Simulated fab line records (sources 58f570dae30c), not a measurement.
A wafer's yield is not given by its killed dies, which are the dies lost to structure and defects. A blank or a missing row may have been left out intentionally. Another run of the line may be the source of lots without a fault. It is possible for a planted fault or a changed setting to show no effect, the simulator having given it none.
Check of tool commonality + flow berkeleyCmos170 + Lots sampled 14, wafers sampled 48

WHAT PROMPTED THE OPENING
Of 14 lots, 2 have the reading NWELL_NITRIDE_THK flagged at UCB170_NWELL_THK_MEAS_05. Wafers without a fault read 223.5 nm, standard deviation 2.2.
Rule: a lot is flagged in two cases, either no wafer of it has a number, or all its wafers with numbers fall more than 4 standard deviations from that mean. The other lots count as sound.

| lot  | measured    | on           | NWELL_NITRIDE_THK (nm), wafer by wafer | flag    |
|------|-------------|--------------|----------------------------------------|---------|
| L627 | day 2 09:41 | filmMetro-03 | 223.6 224.1 222.9                      |         |
| L629 | day 2 16:22 | filmMetro-04 | 225.9 225.2 225.6                      |         |
| L630 | day 2 23:37 | filmMetro-03 | 221.0 221.2 223.3                      |         |
| L631 | day 3 02:49 | filmMetro-02 | 225.0 224.2 224.5                      |         |
| L632 | day 3 02:50 | filmMetro-04 | 224.0 223.7 223.8                      |         |
| L633 | day 3 11:16 | filmMetro-02 | 220.4 221.4 221.8                      |         |
| L635 | day 3 19:13 | filmMetro-04 | 226.2 227.2 226.2                      |         |
| L637 | day 4 08:23 | filmMetro-03 | 223.9 223.8 224.8                      |         |
| L638 | day 4 13:14 | filmMetro-03 | 224.9 224.2 223.2                      |         |
| L640 | day 5 05:10 | filmMetro-04 | 223.4 222.5 221.0                      |         |
| L642 | day 5 14:45 | filmMetro-02 | 209.2 206.0 206.4 209.3 206.2 206.4    | FLAGGED |
| L643 | day 5 14:46 | filmMetro-03 | 208.4 206.7 208.1 208.3 206.7 208.2    | FLAGGED |
| L645 | day 5 21:22 | filmMetro-04 | 226.6 225.9 225.6                      |         |
| L648 | day 6 19:14 | filmMetro-03 | 226.7 226.5 228.1                      |         |
The numbers of the flagged lots are 207.5 nm on average: -16.0 nm against the usual, or -7 standard deviations.

EACH LOT AND THE TOOL IT RAN ON
The record keeps 1 process step preceding the reading, out of 331 steps on the route. Every cell lists first the tool, next ch and the chambers used by the sampled wafers, and last the start.
| lot  | flag    | UCB170_NWELL_CVD_04        |
|------|---------|----------------------------|
| L627 |         | lpcvd-01 ch 1, day 2 07:45 |
| L629 |         | lpcvd-01 ch 0, day 2 14:25 |
| L630 |         | lpcvd-02 ch 1, day 2 21:40 |
| L631 |         | lpcvd-01 ch 0, day 3 00:53 |
| L632 |         | lpcvd-01 ch 0, day 3 00:53 |
| L633 |         | lpcvd-02 ch 0, day 3 09:18 |
| L635 |         | lpcvd-01 ch 0, day 3 17:16 |
| L637 |         | lpcvd-02 ch 0, day 4 06:26 |
| L638 |         | lpcvd-02 ch 0, day 4 11:16 |
| L640 |         | lpcvd-01 ch 1, day 5 03:14 |
| L642 | FLAGGED | lpcvd-02 ch 1, day 5 12:49 |
| L643 | FLAGGED | lpcvd-02 ch 1, day 5 12:49 |
| L645 |         | lpcvd-01 ch 1, day 5 19:26 |
| L648 |         | lpcvd-01 ch 0, day 6 17:17 |
What the steps here do:
- UCB170_NWELL_CVD_04: deposits Si3N4 from SiH2Cl2/NH3, target thk 224 nm, time 3360 s.
- UCB170_NWELL_THK_MEAS_05

FLAGGED OVER TOTAL, TOOL BY TOOL (the gauges that took the reading come last)
| step                     | tool         | lots run | flagged | share of the flagged lots | sound lots run after its first flagged lot |
|--------------------------|--------------|----------|---------|---------------------------|--------------------------------------------|
| UCB170_NWELL_CVD_04      | lpcvd-01     | 8        | 0       | none                      | -                                          |
| UCB170_NWELL_CVD_04      | lpcvd-02     | 6        | 2       | all                       | 0                                          |
| UCB170_NWELL_THK_MEAS_05 | filmMetro-02 | 3        | 1       | some                      | 0                                          |
| UCB170_NWELL_THK_MEAS_05 | filmMetro-03 | 6        | 1       | some                      | 1 (L648)                                   |
| UCB170_NWELL_THK_MEAS_05 | filmMetro-04 | 5        | 0       | none                      | -                                          |

THE TABLE: WHAT IT ALLOWS
In the table, 1 row covers all flagged lots: lpcvd-02 at UCB170_NWELL_CVD_04.
- lpcvd-02 at UCB170_NWELL_CVD_04: 2 of its 6 lots flagged. Last sound lot L638 at day 4 11:16, first flagged lot L642 at day 5 12:49; a fault beginning in between fits. Its own readings lie more than 4 standard deviations out on every wafer of the flagged lots: pressureMtorr.
Just one tool remains: lpcvd-02 at UCB170_NWELL_CVD_04.

WHAT THE SIMULATOR PUT IN
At UCB170_NWELL_CVD_04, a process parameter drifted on lpcvd-02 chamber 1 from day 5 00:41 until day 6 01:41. The setting pressureMtorr was moved by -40, starting from 200. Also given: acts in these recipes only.
Shown lots that were struck: L642, L643. Same finding as the rule above.
